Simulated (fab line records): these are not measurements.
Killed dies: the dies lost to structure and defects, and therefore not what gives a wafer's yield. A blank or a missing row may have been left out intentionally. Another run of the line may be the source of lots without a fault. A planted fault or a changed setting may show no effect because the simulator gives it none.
A struck lot beside a sound one :: flow rit-cmos :: 28 out of 202 route steps
Sound: these wafers, L634.4, L634.5, L634.6. Wafers struck: L641.2, L641.3, L641.6. At the end, the cause is stated.
At each step with rows: each side's tool, then ch and its chambers, then its first start. Under that, the readings that differ: sound wafers :: struck wafers :: difference of the means :: sigmas: that difference in standard deviations of wafers without a fault.
alike: same words and numbers on both sides, and readings whose means sit less than 2 such deviations apart. not compared: any withheld reading, any reading some wafer has no value for, any bound like >300 that may hide the same value, and any number with overlapping values for which the record gives no deviation.
A row with sigmas, a row that says differs or no value, or rows on one side alone: a step with any of these is where the two part. When numbers do not overlap yet have no deviation, they are printed without sigmas and do not part them. A reading that every wafer of one side lacks parts them only if that side has two wafers or more.

RIT_ACTIVE_BOW_MEAS_00:
  sound on film-metro-02 at day 2 01:04; struck on film-metro-02 at day 3 12:01
  alike: INCOMING_BOW
RIT_ACTIVE_OXIDATION_01: target thk 46.8 nm, ox time 3360 s.
  sound on furnace-04 ch 0, day 2 01:07; struck on furnace-01 ch 0, day 3 13:31
reading: ox-time-s (s)
sound: 3360 3360 3360
struck: 5040 5040 5040
difference: +1680
sigmas: 

reading: model.SiO2_of_ACTIVE_OXIDATION_01.thk-nm (nm)
sound: 46.49 46.51 46.89
struck: 61.79 61.79 60.34
difference: +14.68
sigmas: 
  alike: zone-power-load-pct
RIT_ACTIVE_THK_MEAS_02:
  sound on film-metro-03 at day 2 03:05; struck on film-metro-04 at day 3 15:28
reading: ACTIVE_OXIDE_THK (nm)
sound: 46.4 46.5 46.9
struck: 61.8 61.8 60.4
difference: +14.7
sigmas: +18
then, 1 step without rows for these wafers: RIT_ACTIVE_CVD_03 (deposits Si3N4 from SiH2Cl2/NH3, target thk 150 nm, time 1500 s).
RIT_ACTIVE_THK_MEAS_04:
  sound on film-metro-04 at day 2 04:34; struck on film-metro-03 at day 3 16:56
  alike: ACTIVE_NITRIDE_THK
then, 6 steps without rows for these wafers: RIT_ACTIVE_HMDS_05 (prime time 60 s); RIT_ACTIVE_COAT_06 (resist thk 1000 nm); RIT_ACTIVE_SOFTBAKE_07 (time 60 s); RIT_ACTIVE_EXPOSE_08 (exposes mask M1, target cd 1400 nm); RIT_ACTIVE_PEB_09; RIT_ACTIVE_DEVELOP_10 (develop time 50 s).
RIT_ACTIVE_CD_MEAS_11 targets a cd of 1400 nm.
  sound on cd-sem-02 at day 2 05:37; struck on cd-sem-02 at day 3 17:52
  alike: cd-nm
then, 1 step without rows for these wafers: RIT_ACTIVE_HARDBAKE_12 (time 60 s).
RIT_ACTIVE_ETCH_13: etches Si3N4 in SF6, stops on SiO2, time 210 s, target depth 210 nm.
  sound on rie-diel-03 ch 2,3, day 2 05:50; struck on rie-diel-03 ch 0,2, day 3 18:07
  alike: SF6_flow_sccm, drypump-motor-current-A, oes-product-au, rf-fwd-power-W, throttle-valve-pct
  not compared: rf-hours-counter-h
RIT_ACTIVE_STRIP_14: strips in O2, time 180 s.
  sound on plasma-asher-01 ch 0,1, day 2 06:02; struck on plasma-asher-04 ch 0, day 3 18:15
  alike: drypump-motor-current-A, o2-flow-sccm
  not compared: rf-hours-counter-h
RIT_ACTIVE_CD_MEAS_90 targets a cd of 1400 nm.
  sound on cd-sem-01 at day 2 06:12; struck on cd-sem-01 at day 3 18:26
  alike: cd-nm
then, 4 steps without rows for these wafers: RIT_ACTIVE_CLEAN_15 (cleans in SC1, time 600 s); RIT_ACTIVE_CLEAN_16 (cleans in dHF, time 30 s); RIT_ACTIVE_CLEAN_17 (cleans in SC2, time 600 s); RIT_FOX1_OXIDATION_00 (target thk 350.7 nm, ox time 1130 s).
RIT_FOX1_THK_MEAS_01:
  sound on film-metro-03 at day 2 08:28; struck on film-metro-01 at day 3 20:40
reading: FOX1_OXIDE_THK (nm)
sound: 334 345 340
struck: 350 366 356
difference: +18
sigmas: +2
then, 2 steps without rows for these wafers: RIT_FOX1_WET_ETCH_02 (etches SiO2 in BOE, target depth 350 nm, time 390 s); RIT_FOX2_OXIDATION_00 (target thk 350.7 nm, ox time 1130 s).
RIT_FOX2_THK_MEAS_01:
  sound on film-metro-03 at day 2 10:05; struck on film-metro-01 at day 3 22:20
  alike: FOX2_OXIDE_THK
then, 1 step without rows for these wafers: RIT_FOX2_CLEAN_02 (cleans in dHF, time 180 s).
RIT_FOX2_WET_ETCH_03: etches Si3N4 in H3PO4, target depth 195 nm, time 2700 s.
  sound on wet-bench-02 ch 1, day 2 10:11; struck on wet-bench-03 ch 0, day 3 22:26
reading: model.SiO2_of_ACTIVE_OXIDATION_01.thk-nm (nm)
sound: 41.29 41.3 40.36
struck: 53.71 54.83 53.49
difference: +13.03
sigmas: 
RIT_FOX2_THK_MEAS_90:
  sound on film-metro-01 at day 2 11:02; struck on film-metro-03 at day 3 23:13
  alike: FIELD_OXIDE_LEFT_1_THK
RIT_M1_PROBE_99:
  sound on prober-02 at day 4 02:11; struck on prober-02 at day 5 14:28
reading: model.etest.pldd.width-nm (nm)
sound: 3191 3214 3184
struck: 3015 2994 3015
difference: -188
sigmas: 

reading: model.etest.nldd.width-nm (nm)
sound: 3210 3207 3202
struck: 2993 3010 3011
difference: -202
sigmas: 

reading: model.etest.nmos_0p3.r-on-ohm-um
sound: 2120 2170 2174
struck: 2249 2224 2260
difference: +90
sigmas: 

reading: model.etest.pplus-sal.width-nm (nm)
sound: 3477 3473 3462
struck: 3365 3353 3391
difference: -101
sigmas: 

reading: model.etest.nplus-sal.width-nm (nm)
sound: 3473 3477 3472
struck: 3373 3367 3375
difference: -102
sigmas: 

reading: model.etest.nmos-narrow.drive-ua-um
sound: 231.5 227.6 229.1
struck: 182.8 176.1 182.8
difference: -48.8
sigmas: 

reading: model.etest.pmos-narrow.drive-ua-um
sound: 103.5 100.9 99.98
struck: 87.58 86.9 87.13
difference: -14.26
sigmas: 

reading: model.etest.nmos_0p3.drive-ua-um
sound: 224 223.1 224.1
struck: 212.2 210.7 209
difference: -13.1
sigmas: 
  alike: killed-at-contacts, killed-at-front-end, killed-dies, killed-open, killed-short

== WHERE THEY PART ==
Last at RIT_FOX1_THK_MEAS_01 as far as this record goes, first at RIT_ACTIVE_THK_MEAS_02. Later steps at which nothing parts them and some readings are alike: RIT_FOX2_THK_MEAS_01, RIT_FOX2_THK_MEAS_90, RIT_M1_PROBE_99.

WHY: whatever the simulator had introduced
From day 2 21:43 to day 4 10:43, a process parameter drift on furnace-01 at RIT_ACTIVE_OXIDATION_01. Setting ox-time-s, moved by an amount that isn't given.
